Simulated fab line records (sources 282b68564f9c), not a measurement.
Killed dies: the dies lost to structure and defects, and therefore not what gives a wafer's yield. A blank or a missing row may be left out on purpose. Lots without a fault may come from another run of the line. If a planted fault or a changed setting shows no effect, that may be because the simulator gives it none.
fab line records ; flow ritCmos ; part 1 of 2: steps 1 to 30 of 42
record lots=5; wafers=15; lastDay=6
route steps=202 shown NSD@158 PLDD@159 NLDD@160 SILICIDE@161 CONTACT@168 M1@184
lots that met no fault: taken from a fault-free run of the same line
startH: hours from the record's opening day to when the first of the lot's shown wafers began ; waitH: hours since the lot's step before ; " same as the row above ; L1.1+2: a single row standing in for several wafers ; - no value, or no start given ; * or withheld: withheld ; < > ~ a bound
route shown NAME@n: NAME is a module with steps in the file, n the number in the route of the first one ; usual: mean/standard deviation of fault-free wafers ; same: alike in all rows ; chamber/n: place in a boat ; sites: readings site by site ; _std_site: standard deviation across them ; _edge_site: mean of outer sites minus mean of inner sites ; radiusMm: how far each site lies from the wafer's centre ; mask NAME#n: copy n ; behind: the most recent tool/chamber to have shaped the wafer ; hold: the reason the lot was held/the length of the hold in hours/how it ended ; device: the n, p or np transistor that did not switch ; end of line: at the end of the route, the tests of the same wafers ; a step with no rows: only its recipe ; killed: count of dies lost to structure and defects at first sort (not the wafer's yield) ; map: a wafer's dies, x killed, . not, _ none there
set.NAME: the setting the step ran with; set.NAME@STEP: the setting that earlier step ran with ; model.NAME: the simulator's own value behind a step, which no gauge read
certain route steps with their lots: each step a table, each wafer a row
services: from which hour (startH, from the record's first day; less than 0 if before it) a tool's chamber was out of use, for how many hours, and why
## steps
# step RIT_SDANNEAL_RS_MEAS_05
# recipe thkMeasGauge=four-point-probe
# usual NSD_RS=84.6/0.31
lot.wafer;tool;chamber;startH;waitH;NSD_RS[ohm/sq]
L076.2;filmMetro-02;-;61.97;0.1;84.4
L076.3;filmMetro-02;-;61.97;0.1;84.2
L076.5;filmMetro-02;-;61.97;0.1;84.1
L080.2;filmMetro-03;-;83.66;0.1;84.9
L080.4;filmMetro-03;-;83.66;0.1;84.9
L080.5;filmMetro-03;-;83.66;0.1;84.7
L086.1;filmMetro-01;-;113.66;0.1;84.6
L086.3;filmMetro-01;-;113.66;0.1;84.4
L086.4;filmMetro-01;-;113.66;0.1;84.6
L087.1;filmMetro-01;-;120.83;0.1;84.6
L087.4;filmMetro-01;-;120.83;0.1;84.8
L087.6;filmMetro-01;-;120.83;0.1;85.1
L090.2;filmMetro-03;-;134.85;0.1;84.4
L090.3;filmMetro-03;-;134.85;0.1;84.2
L090.4;filmMetro-03;-;134.85;0.1;84.7
# step RIT_SDANNEAL_RS_MEAS_06
# recipe thkMeasGauge=four-point-probe
# usual PLDD_RS=178.9/0.41
lot.wafer;tool;chamber;startH;waitH;PLDD_RS[ohm/sq]
L076.2;filmMetro-02;-;62.09;0.1;178.8
L076.3;filmMetro-02;-;62.09;0.1;178.6
L076.5;filmMetro-02;-;62.09;0.1;178.4
L080.2;filmMetro-03;-;83.78;0.1;178.8
L080.4;filmMetro-03;-;83.78;0.1;179.0
L080.5;filmMetro-03;-;83.78;0.1;178.8
L086.1;filmMetro-01;-;113.78;0.1;178.8
L086.3;filmMetro-01;-;113.78;0.1;179.2
L086.4;filmMetro-01;-;113.78;0.1;179.3
L087.1;filmMetro-01;-;120.95;0.1;178.1
L087.4;filmMetro-01;-;120.95;0.1;177.7
L087.6;filmMetro-01;-;120.95;0.1;178.6
L090.2;filmMetro-03;-;134.97;0.1;178.7
L090.3;filmMetro-03;-;134.97;0.1;178.4
L090.4;filmMetro-03;-;134.97;0.1;178.8
# step RIT_SDANNEAL_RS_MEAS_07
# recipe thkMeasGauge=four-point-probe
# usual NLDD_RS=151.9/0.49
lot.wafer;tool;chamber;startH;waitH;NLDD_RS[ohm/sq]
L076.2;filmMetro-02;-;62.21;0.1;152.1
L076.3;filmMetro-02;-;62.21;0.1;152.2
L076.5;filmMetro-02;-;62.21;0.1;153.0
L080.2;filmMetro-03;-;83.90;0.1;152.1
L080.4;filmMetro-03;-;83.90;0.1;151.6
L080.5;filmMetro-03;-;83.90;0.1;151.9
L086.1;filmMetro-01;-;113.90;0.1;152.0
L086.3;filmMetro-01;-;113.90;0.1;151.6
L086.4;filmMetro-01;-;113.90;0.1;151.4
L087.1;filmMetro-01;-;121.07;0.1;151.9
L087.4;filmMetro-01;-;121.07;0.1;152.2
L087.6;filmMetro-01;-;121.07;0.1;152.2
L090.2;filmMetro-03;-;135.09;0.1;151.2
L090.3;filmMetro-03;-;135.09;0.1;151.2
L090.4;filmMetro-03;-;135.09;0.1;151.5
# step RIT_SILICIDE_WET_ETCH_00
# recipe chemistry=BOE; target=SiO2; targetDepthNm=14; timeS=15; dry=n2Spin; dilution=10:1; tempC=21.5
lot.wafer;tool;chamber;startH;waitH
L076.2+3+5;wetBench-03;2;62.31;0.1
L080.2+4+5;wetBench-01;1;84.00;0.1
L086.1+3+4;wetBench-03;3;114.02;0.1
L087.1+4+6;wetBench-02;0;121.19;0.1
L090.2+3+4;wetBench-02;3;135.19;0.1
# step RIT_SILICIDE_SPUTTER_01
# recipe material=Ti; targetThkNm=30; powerW=350; chamberPressurePa=0.667; gas=Ar; timeS=228.7; substrateTempC=25
# usual throttleValvePct=29.8/0.9
lot.wafer;tool;chamber;startH;waitH;throttleValvePct
L076.2;pvdSputter-04;-;62.33;0.0;29.9
L076.3;pvdSputter-04;-;62.33;0.0;28.5
L076.5;pvdSputter-04;-;62.33;0.0;31.6
L080.2;pvdSputter-04;-;84.01;0.0;28.9
L080.4;pvdSputter-04;-;84.01;0.0;31.4
L080.5;pvdSputter-04;-;84.01;0.0;28.8
L086.1;pvdSputter-02;-;114.04;0.0;30.3
L086.3;pvdSputter-02;-;114.04;0.0;30.5
L086.4;pvdSputter-02;-;114.04;0.0;29.7
L087.1;pvdSputter-02;-;121.20;0.0;29.6
L087.4;pvdSputter-02;-;121.20;0.0;30.4
L087.6;pvdSputter-02;-;121.20;0.0;30.1
L090.2;pvdSputter-04;-;135.21;0.0;29.0
L090.3;pvdSputter-04;-;135.21;0.0;31.4
L090.4;pvdSputter-04;-;135.21;0.0;29.8
# step RIT_SILICIDE_RS_MEAS_02
# recipe thkMeasGauge=four-point-probe; reads=Ti_of_SILICIDE_SPUTTER_01
# usual SILICIDE_TI_RS=50.9/0.7
lot.wafer;tool;chamber;startH;waitH;SILICIDE_TI_RS[ohm/sq]
L076.2;filmMetro-04;-;62.52;0.1;52.0
L076.3;filmMetro-04;-;62.52;0.1;52.2
L076.5;filmMetro-04;-;62.52;0.1;51.2
L080.2;filmMetro-01;-;84.18;0.1;51.7
L080.4;filmMetro-01;-;84.18;0.1;51.6
L080.5;filmMetro-01;-;84.18;0.1;51.9
L086.1;filmMetro-01;-;114.19;0.1;49.8
L086.3;filmMetro-01;-;114.19;0.1;49.9
L086.4;filmMetro-01;-;114.19;0.1;49.5
L087.1;filmMetro-03;-;121.35;0.1;50.0
L087.4;filmMetro-03;-;121.35;0.1;49.9
L087.6;filmMetro-03;-;121.35;0.1;50.5
L090.2;filmMetro-01;-;135.38;0.1;51.1
L090.3;filmMetro-01;-;135.38;0.1;51.0
L090.4;filmMetro-01;-;135.38;0.1;51.3
# step RIT_SILICIDE_THK_MEAS_03
# recipe thkMeasGauge=xrf; reads=Ti_of_SILICIDE_SPUTTER_01
# usual SILICIDE_TI_THK=28.9/0.37
lot.wafer;tool;chamber;startH;waitH;SILICIDE_TI_THK[nm]
L076.2;filmMetro-04;-;62.63;0.1;28.4
L076.3;filmMetro-04;-;62.63;0.1;28.3
L076.5;filmMetro-04;-;62.63;0.1;28.7
L080.2;filmMetro-01;-;84.29;0.1;28.5
L080.4;filmMetro-01;-;84.29;0.1;28.7
L080.5;filmMetro-01;-;84.29;0.1;28.4
L086.1;filmMetro-01;-;114.31;0.1;29.6
L086.3;filmMetro-01;-;114.31;0.1;29.3
L086.4;filmMetro-01;-;114.31;0.1;29.7
L087.1;filmMetro-03;-;121.47;0.1;29.5
L087.4;filmMetro-03;-;121.47;0.1;29.5
L087.6;filmMetro-03;-;121.47;0.1;29.0
L090.2;filmMetro-01;-;135.49;0.1;28.7
L090.3;filmMetro-01;-;135.49;0.1;29.0
L090.4;filmMetro-01;-;135.49;0.1;28.9
# step RIT_SILICIDE_RTA_04
# recipe tempC=650; timeS=10; idleTempC=25; rampUpS=5; rampDownS=5; coolToC=25; ambient=N2
# usual annealTempCMax=652.5/0.48; wafer_temp_C_max=653.3/0.71
lot.wafer;tool;chamber;startH;waitH;annealTempCMax;wafer_temp_C_max
L076.2;rtpAnneal-02;0;62.69;0.1;653.0;653.4
L076.3;rtpAnneal-02;0;62.69;0.1;652.1;652.9
L076.5;rtpAnneal-02;0;62.69;0.1;653.3;653.2
L080.2;rtpAnneal-02;0;84.36;0.1;652.8;654.9
L080.4;rtpAnneal-02;0;84.36;0.1;652.7;655.6
L080.5;rtpAnneal-02;0;84.36;0.1;652.5;653.1
L086.1;rtpAnneal-01;0;114.37;0.1;652.1;652.5
L086.3;rtpAnneal-01;0;114.37;0.1;651.6;653.6
L086.4;rtpAnneal-01;0;114.37;0.1;652.5;652.9
L087.1;rtpAnneal-01;0;121.53;0.1;652.2;653.1
L087.4;rtpAnneal-01;0;121.53;0.1;652.1;652.7
L087.6;rtpAnneal-01;0;121.53;0.1;652.5;652.4
L090.2;rtpAnneal-02;0;135.55;0.1;652.9;653.3
L090.3;rtpAnneal-02;0;135.55;0.1;653.5;654.1
L090.4;rtpAnneal-02;0;135.55;0.1;653.1;653.7
# step RIT_SILICIDE_WET_ETCH_05
# recipe chemistry=SPM; target=Ti; tempC=90; timeS=120; dry=n2Spin
lot.wafer;tool;chamber;startH;waitH
L076.2+3+5;wetBench-01;0;62.74;0.0
L080.2+4+5;wetBench-03;1;84.41;0.0
L086.1+3+4;wetBench-03;1;114.56;0.2
L087.1+4+6;wetBench-03;1;121.60;0.1
L090.2+3+4;wetBench-01;0;135.60;0.0
# step RIT_SILICIDE_RTA_06
# recipe tempC=750; timeS=10; idleTempC=25; rampUpS=5; rampDownS=10; coolToC=25; ambient=N2
# usual annealTempCMax=753.0/0.55; wafer_temp_C_max=753.6/0.73
lot.wafer;tool;chamber;startH;waitH;annealTempCMax;wafer_temp_C_max
L076.2;rtpAnneal-01;0;62.84;0.0;751.9;752.8
L076.3;rtpAnneal-01;0;62.84;0.0;753.4;754.0
L076.5;rtpAnneal-01;0;62.84;0.0;752.4;753.6
L080.2;rtpAnneal-01;0;84.46;0.0;752.8;752.6
L080.4;rtpAnneal-01;0;84.46;0.0;754.0;753.5
L080.5;rtpAnneal-01;0;84.46;0.0;753.2;752.9
L086.1;rtpAnneal-02;0;114.61;0.0;752.6;753.3
L086.3;rtpAnneal-02;0;114.61;0.0;753.2;753.8
L086.4;rtpAnneal-02;0;114.61;0.0;752.5;754.1
L087.1;rtpAnneal-02;0;121.64;0.0;753.7;753.2
L087.4;rtpAnneal-02;0;121.64;0.0;753.2;753.0
L087.6;rtpAnneal-02;0;121.64;0.0;753.2;752.7
L090.2;rtpAnneal-01;0;135.65;0.0;753.2;753.7
L090.3;rtpAnneal-01;0;135.65;0.0;752.3;753.6
L090.4;rtpAnneal-01;0;135.65;0.0;753.8;753.5
# step RIT_CONTACT_CVD_00
# recipe material=SiO2; targetThkNm=400; precursor=TEOS; tempC=390; timeS=61; rfW=400
# usual heaterPowerW=314/49
lot.wafer;tool;chamber;startH;waitH;heaterPowerW
L076.2;pecvd-02;2;62.90;0.0;351
L076.3;pecvd-02;2;62.90;0.0;364
L076.5;pecvd-02;2;62.90;0.0;363
L080.2;pecvd-03;2;84.52;0.0;297
L080.4;pecvd-03;2;84.52;0.0;214
L080.5;pecvd-03;0;84.52;0.0;200
L086.1;pecvd-04;0;114.68;0.1;324
L086.3;pecvd-04;1;114.68;0.1;428
L086.4;pecvd-04;2;114.68;0.1;278
L087.1;pecvd-02;2;121.71;0.1;300
L087.4;pecvd-02;0;121.71;0.1;348
L087.6;pecvd-02;1;121.71;0.1;332
L090.2;pecvd-02;2;135.71;0.0;346
L090.3;pecvd-02;0;135.71;0.0;362
L090.4;pecvd-02;0;135.71;0.0;364
# step RIT_CONTACT_THK_MEAS_01
# recipe reads=SiO2_of_CONTACT_CVD_00
# usual CONTACT_TEOS_THK=400/4.4
lot.wafer;tool;chamber;startH;waitH;CONTACT_TEOS_THK[nm]
L076.2;filmMetro-02;-;62.99;0.1;397
L076.3;filmMetro-02;-;62.99;0.1;395
L076.5;filmMetro-02;-;62.99;0.1;400
L080.2;filmMetro-04;-;84.58;0.0;398
L080.4;filmMetro-04;-;84.58;0.0;406
L080.5;filmMetro-04;-;84.58;0.0;398
L086.1;filmMetro-02;-;114.73;0.0;396
L086.3;filmMetro-02;-;114.73;0.0;398
L086.4;filmMetro-02;-;114.73;0.0;400
L087.1;filmMetro-04;-;121.76;0.0;398
L087.4;filmMetro-04;-;121.76;0.0;403
L087.6;filmMetro-04;-;121.76;0.0;400
L090.2;filmMetro-02;-;135.77;0.0;400
L090.3;filmMetro-02;-;135.77;0.0;397
L090.4;filmMetro-02;-;135.77;0.0;405
# step RIT_CONTACT_HMDS_02
# recipe primeTimeS=60; primeTempC=140
lot.wafer;tool;chamber;startH;waitH
L076.2+3+5;lithoTrack-04;0;63.06;0.1
L080.2+4+5;lithoTrack-03;0;84.66;0.1
L086.1+3+4;lithoTrack-01;0;114.79;0.1
L087.1+4+6;lithoTrack-03;0;121.82;0.1
L090.2+3+4;lithoTrack-04;0;135.85;0.1
# step RIT_CONTACT_COAT_03
# recipe resist=NOVOLAK; spinRpm=3250; resistThkNm=1000
# usual dispensePressureKPa=52.1/1.2
lot.wafer;tool;chamber;startH;waitH;dispensePressureKPa
L076.2;lithoTrack-04;0;63.21;0.1;51.3
L076.3;lithoTrack-04;0;63.21;0.1;51.4
L076.5;lithoTrack-04;0;63.21;0.1;51.4
L080.2;lithoTrack-03;0;84.81;0.1;54.2
L080.4;lithoTrack-03;0;84.81;0.1;54.2
L080.5;lithoTrack-03;0;84.81;0.1;54.2
L086.1;lithoTrack-01;0;114.94;0.1;51.4
L086.3;lithoTrack-01;0;114.94;0.1;51.3
L086.4;lithoTrack-01;0;114.94;0.1;51.4
L087.1;lithoTrack-03;0;121.97;0.1;54.2
L087.4;lithoTrack-03;0;121.97;0.1;54.2
L087.6;lithoTrack-03;0;121.97;0.1;54.2
L090.2;lithoTrack-04;0;136.00;0.1;51.4
L090.3;lithoTrack-04;0;136.00;0.1;51.3
L090.4;lithoTrack-04;0;136.00;0.1;51.4
# step RIT_CONTACT_SOFTBAKE_04
# recipe resist=NOVOLAK; tempC=90; timeS=60
lot.wafer;tool;chamber;startH;waitH
L076.2+3+5;lithoTrack-04;0;63.36;0.1
L080.2+4+5;lithoTrack-03;0;84.96;0.1
L086.1+3+4;lithoTrack-01;0;115.09;0.1
L087.1+4+6;lithoTrack-03;0;122.12;0.1
L090.2+3+4;lithoTrack-04;0;136.15;0.1
# step RIT_CONTACT_EXPOSE_05
# recipe maskId=M11; na=0.6; sourceShape=conventional; sigmaOuter=0.5; targetCdNm=1000; doseMj=250
lot.wafer;tool;chamber;startH;waitH;mask
L076.2+3+5;ilineStepper-02;0;63.63;0.2;M11#0
L080.2+4+5;ilineStepper-02;0;85.10;0.1;M11#0
L086.1+3+4;ilineStepper-02;0;115.24;0.1;M11#0
L087.1+4+6;ilineStepper-01;0;122.39;0.2;M11#0
L090.2+3+4;ilineStepper-01;0;136.29;0.1;M11#0
# step RIT_CONTACT_PEB_06
# recipe resist=NOVOLAK; tempC=withheld; timeS=withheld
lot.wafer;tool;chamber;startH;waitH
L076.2+3+5;lithoTrack-04;0;63.75;0.1
L080.2+4+5;lithoTrack-04;0;85.22;0.1
L086.1+3+4;lithoTrack-03;0;115.35;0.1
L087.1+4+6;lithoTrack-03;0;122.51;0.1
L090.2+3+4;lithoTrack-04;0;136.41;0.1
# step RIT_CONTACT_DEVELOP_07
# recipe resist=NOVOLAK; developTimeS=120; devTempC=23.94
lot.wafer;tool;chamber;startH;waitH
L076.2+3+5;lithoTrack-04;0;-;-
L080.2+4+5;lithoTrack-04;0;-;-
L086.1+3+4;lithoTrack-03;0;-;-
L087.1+4+6;lithoTrack-03;0;-;-
L090.2+3+4;lithoTrack-04;0;-;-
# step RIT_CONTACT_CD_MEAS_08
# recipe targetCdNm=1000
# usual cdNm=999.9/2.1
lot.wafer;tool;chamber;startH;waitH;cdNm
L076.2;cdSem-01;-;64.15;-;997.6
L076.3;cdSem-01;-;64.15;-;997.7
L076.5;cdSem-01;-;64.15;-;999.3
L080.2;cdSem-01;-;85.62;-;997.1
L080.4;cdSem-01;-;85.62;-;999.0
L080.5;cdSem-01;-;85.62;-;998.3
L086.1;cdSem-02;-;115.84;-;998.5
L086.3;cdSem-02;-;115.84;-;997.9
L086.4;cdSem-02;-;115.84;-;999.2
L087.1;cdSem-02;-;122.91;-;1000.7
L087.4;cdSem-02;-;122.91;-;1001.7
L087.6;cdSem-02;-;122.91;-;1000.0
L090.2;cdSem-02;-;136.81;-;998.1
L090.3;cdSem-02;-;136.81;-;999.5
L090.4;cdSem-02;-;136.81;-;999.1
# step RIT_CONTACT_OVL_MEAS_09
# usual CONTACT_OVL=-0.3/1.4
lot.wafer;tool;chamber;startH;waitH;CONTACT_OVL[nm]
L076.2;overlay-01;-;64.25;0.1;0.3
L076.3;overlay-01;-;64.25;0.1;-2.0
L076.5;overlay-01;-;64.25;0.1;-0.1
L080.2;overlay-02;-;85.72;0.1;-2.4
L080.4;overlay-02;-;85.72;0.1;-1.5
L080.5;overlay-02;-;85.72;0.1;-1.7
L086.1;overlay-02;-;115.96;0.1;1.5
L086.3;overlay-02;-;115.96;0.1;0.6
L086.4;overlay-02;-;115.96;0.1;0.7
L087.1;overlay-02;-;123.03;0.1;0.5
L087.4;overlay-02;-;123.03;0.1;0.0
L087.6;overlay-02;-;123.03;0.1;-1.0
L090.2;overlay-02;-;136.91;0.1;0.4
L090.3;overlay-02;-;136.91;0.1;0.3
L090.4;overlay-02;-;136.91;0.1;-0.2
# step RIT_CONTACT_HARDBAKE_10
# recipe resist=NOVOLAK; tempC=140; timeS=60
lot.wafer;tool;chamber;startH;waitH
L076.2+3+5;lithoTrack-01;0;64.31;0.0
L080.2+4+5;lithoTrack-04;0;85.78;0.0
L086.1+3+4;lithoTrack-04;0;115.99;0.0
L087.1+4+6;lithoTrack-04;0;123.07;0.0
L090.2+3+4;lithoTrack-04;0;136.97;0.0
# step RIT_CONTACT_ETCH_11
# recipe targetDepthA=4800; overEtchFrac=0.2; stopOn=TiSi2; chemistry=CHF3/CF4/Ar; target=SiO2; CHF3_flow_sccm=50; cf4FlowSccm=10; Ar_flow_sccm=100; O2_flow_sccm=5; pressureMtorr=100; rfW=200; timeS=320
# usual O2_flow_sccm=5.001/0.015; cf4FlowSccm=10.01/0.033; drypumpMotorCurrentA=5.5/0.36; oesProductAu=0.993/0.014; throttleValvePct=8.84/0.13
lot.wafer;tool;chamber;startH;waitH;O2_flow_sccm;cf4FlowSccm;drypumpMotorCurrentA;oesProductAu;rfHoursCounterH;throttleValvePct
L076.2;rieDiel-03;0;64.43;0.1;5.009;9.98;6.0;0.980;147;9.07
L076.3;rieDiel-03;3;64.43;0.1;5.010;10.04;5.8;1.006;29;8.87
L076.5;rieDiel-03;3;64.43;0.1;4.990;10.08;5.7;0.995;-;8.88
L080.2;rieDiel-03;1;85.90;0.1;5.010;9.99;5.6;1.006;59;8.99
L080.4;rieDiel-03;0;85.90;0.1;4.984;10.05;6.0;0.987;148;9.04
L080.5;rieDiel-03;2;85.90;0.1;5.005;9.97;5.6;0.985;-;8.89
L086.1;rieDiel-03;1;116.14;0.1;5.008;9.97;5.6;0.989;60;8.97
L086.3;rieDiel-03;0;116.14;0.1;5.000;9.96;6.0;0.975;148;9.05
L086.4;rieDiel-03;3;116.14;0.1;5.005;10.06;5.8;0.992;31;8.87
L087.1;rieDiel-03;2;123.22;0.1;5.009;9.98;5.6;0.987;20;8.90
L087.4;rieDiel-03;0;123.22;0.1;5.017;10.02;6.0;0.978;148;9.04
L087.6;rieDiel-03;2;123.22;0.1;5.028;10.02;5.6;0.986;-;8.90
L090.2;rieDiel-02;3;137.09;0.1;5.019;9.98;5.7;0.981;11;9.00
L090.3;rieDiel-02;0;137.09;0.1;4.984;9.97;6.4;0.999;49;8.65
L090.4;rieDiel-02;3;137.09;0.1;4.984;10.02;5.7;0.987;-;9.00
# step RIT_CONTACT_STRIP_12
# recipe chemistry=O2; timeS=180; resist=NOVOLAK; platenTempC=withheld; powerW=500; pressureMtorr=4000; o2FlowSccm=4000
# usual drypumpMotorCurrentA=5.9/0.33
lot.wafer;tool;chamber;startH;waitH;drypumpMotorCurrentA;rfHoursCounterH
L076.2;plasmaAsher-02;1;64.63;0.1;5.5;43
L076.3;plasmaAsher-02;1;64.63;0.1;5.5;-
L076.5;plasmaAsher-02;1;64.63;0.1;5.5;-
L080.2;plasmaAsher-02;0;86.10;0.1;6.2;45
L080.4;plasmaAsher-02;1;86.10;0.1;5.5;-
L080.5;plasmaAsher-02;1;86.10;0.1;5.5;-
L086.1;plasmaAsher-03;0;116.34;0.1;6.3;31
L086.3;plasmaAsher-03;0;116.34;0.1;6.3;-
L086.4;plasmaAsher-03;1;116.34;0.1;5.8;-
L087.1;plasmaAsher-02;1;123.41;0.1;5.5;50
L087.4;plasmaAsher-02;0;123.41;0.1;6.2;-
L087.6;plasmaAsher-02;1;123.41;0.1;5.5;-
L090.2;plasmaAsher-02;1;137.29;0.1;5.5;51
L090.3;plasmaAsher-02;0;137.29;0.1;6.2;-
L090.4;plasmaAsher-02;1;137.29;0.1;5.5;-
# step RIT_CONTACT_CD_MEAS_90
# recipe targetCdNm=1000
# usual cdNm=999.9/2.1
lot.wafer;tool;chamber;startH;waitH;cdNm
L076.2;cdSem-01;-;64.82;0.1;997.7
L076.3;cdSem-01;-;64.82;0.1;997.9
L076.5;cdSem-01;-;64.82;0.1;999.5
L080.2;cdSem-01;-;86.30;0.1;997.1
L080.4;cdSem-01;-;86.30;0.1;999.5
L080.5;cdSem-01;-;86.30;0.1;998.9
L086.1;cdSem-02;-;116.51;0.1;998.6
L086.3;cdSem-02;-;116.51;0.1;998.1
L086.4;cdSem-02;-;116.51;0.1;999.1
L087.1;cdSem-02;-;123.59;0.1;1000.1
L087.4;cdSem-02;-;123.59;0.1;1001.3
L087.6;cdSem-02;-;123.59;0.1;1000.2
L090.2;cdSem-02;-;137.48;0.1;998.5
L090.3;cdSem-02;-;137.48;0.1;999.8
L090.4;cdSem-02;-;137.48;0.1;999.2
# step RIT_CONTACT_CLEAN_13
# recipe chemistry=SC1; mix=3:3:50; timeS=571.1; tempC=75
lot.wafer;tool;chamber;startH;waitH
L076.2+3+5;wetBench-01;1;64.92;0.1
L080.2+4+5;wetBench-03;1;86.40;0.1
L086.1+3+4;wetBench-03;0;116.63;0.1
L087.1+4+6;wetBench-04;3;123.71;0.1
L090.2+3+4;wetBench-03;0;137.58;0.1
# step RIT_CONTACT_CLEAN_14
# recipe chemistry=SC2; mix=3:3:50; timeS=600; tempC=75; dry=n2Spin
lot.wafer;tool;chamber;startH;waitH
L076.2+3+5;wetBench-04;0;65.27;0.0
L080.2+4+5;wetBench-04;0;86.57;0.0
L086.1+3+4;wetBench-04;0;116.82;0.0
L087.1+4+6;wetBench-01;0;123.90;0.0
L090.2+3+4;wetBench-01;3;137.77;0.0
# step RIT_M1_SPUTTER_00
# recipe material=Al; targetThkNm=400; powerW=2000; chamberPressurePa=0.4; gas=Ar; timeS=500; substrateTempC=25
# usual throttleValvePct=29.6/1.2
lot.wafer;tool;chamber;startH;waitH;throttleValvePct
L076.2;pvdSputter-02;-;65.45;0.0;30.3
L076.3;pvdSputter-02;-;65.45;0.0;30.6
L076.5;pvdSputter-02;-;65.45;0.0;29.5
L080.2;pvdSputter-03;-;86.75;0.0;29.7
L080.4;pvdSputter-03;-;86.75;0.0;30.3
L080.5;pvdSputter-03;-;86.75;0.0;29.8
L086.1;pvdSputter-01;-;117.00;0.0;27.5
L086.3;pvdSputter-01;-;117.00;0.0;30.0
L086.4;pvdSputter-01;-;117.00;0.0;30.2
L087.1;pvdSputter-01;-;124.25;0.0;31.5
L087.4;pvdSputter-01;-;124.25;0.0;30.1
L087.6;pvdSputter-01;-;124.25;0.0;30.1
L090.2;pvdSputter-03;-;137.95;0.0;30.1
L090.3;pvdSputter-03;-;137.95;0.0;28.7
L090.4;pvdSputter-03;-;137.95;0.0;27.8
# step RIT_M1_RS_MEAS_01
# recipe thkMeasGauge=four-point-probe; reads=Al_of_M1_SPUTTER_00
# usual M1_AL_RS=0.0737/0.00072
lot.wafer;tool;chamber;startH;waitH;M1_AL_RS[ohm/sq]
L076.2;filmMetro-02;-;65.76;0.2;0.0740
L076.3;filmMetro-02;-;65.76;0.2;0.0731
L076.5;filmMetro-02;-;65.76;0.2;0.0734
L080.2;filmMetro-03;-;87.06;0.2;0.0734
L080.4;filmMetro-03;-;87.06;0.2;0.0728
L080.5;filmMetro-03;-;87.06;0.2;0.0728
L086.1;filmMetro-03;-;117.29;0.1;0.0734
L086.3;filmMetro-03;-;117.29;0.1;0.0736
L086.4;filmMetro-03;-;117.29;0.1;0.0732
L087.1;filmMetro-02;-;124.54;0.1;0.0751
L087.4;filmMetro-02;-;124.54;0.1;0.0756
L087.6;filmMetro-02;-;124.54;0.1;0.0743
L090.2;filmMetro-02;-;138.26;0.2;0.0735
L090.3;filmMetro-02;-;138.26;0.2;0.0738
L090.4;filmMetro-02;-;138.26;0.2;0.0736
# step RIT_M1_THK_MEAS_02
# recipe thkMeasGauge=xrf; reads=Al_of_M1_SPUTTER_00
# usual M1_AL_THK=403/4.5
lot.wafer;tool;chamber;startH;waitH;M1_AL_THK[nm]
L076.2;filmMetro-02;-;65.87;0.1;402
L076.3;filmMetro-02;-;65.87;0.1;407
L076.5;filmMetro-02;-;65.87;0.1;403
L080.2;filmMetro-03;-;87.17;0.1;407
L080.4;filmMetro-03;-;87.17;0.1;409
L080.5;filmMetro-03;-;87.17;0.1;407
L086.1;filmMetro-03;-;117.41;0.1;405
L086.3;filmMetro-03;-;117.41;0.1;404
L086.4;filmMetro-03;-;117.41;0.1;406
L087.1;filmMetro-02;-;124.66;0.1;398
L087.4;filmMetro-02;-;124.66;0.1;395
L087.6;filmMetro-02;-;124.66;0.1;405
L090.2;filmMetro-02;-;138.37;0.1;408
L090.3;filmMetro-02;-;138.37;0.1;404
L090.4;filmMetro-02;-;138.37;0.1;408
# step RIT_M1_HMDS_03
# recipe primeTimeS=60; primeTempC=140
lot.wafer;tool;chamber;startH;waitH
L076.2+3+5;lithoTrack-01;0;65.95;0.1
L080.2+4+5;lithoTrack-02;0;87.25;0.1
L086.1+3+4;lithoTrack-02;0;117.47;0.1
L087.1+4+6;lithoTrack-01;0;124.72;0.1
L090.2+3+4;lithoTrack-02;0;138.45;0.1
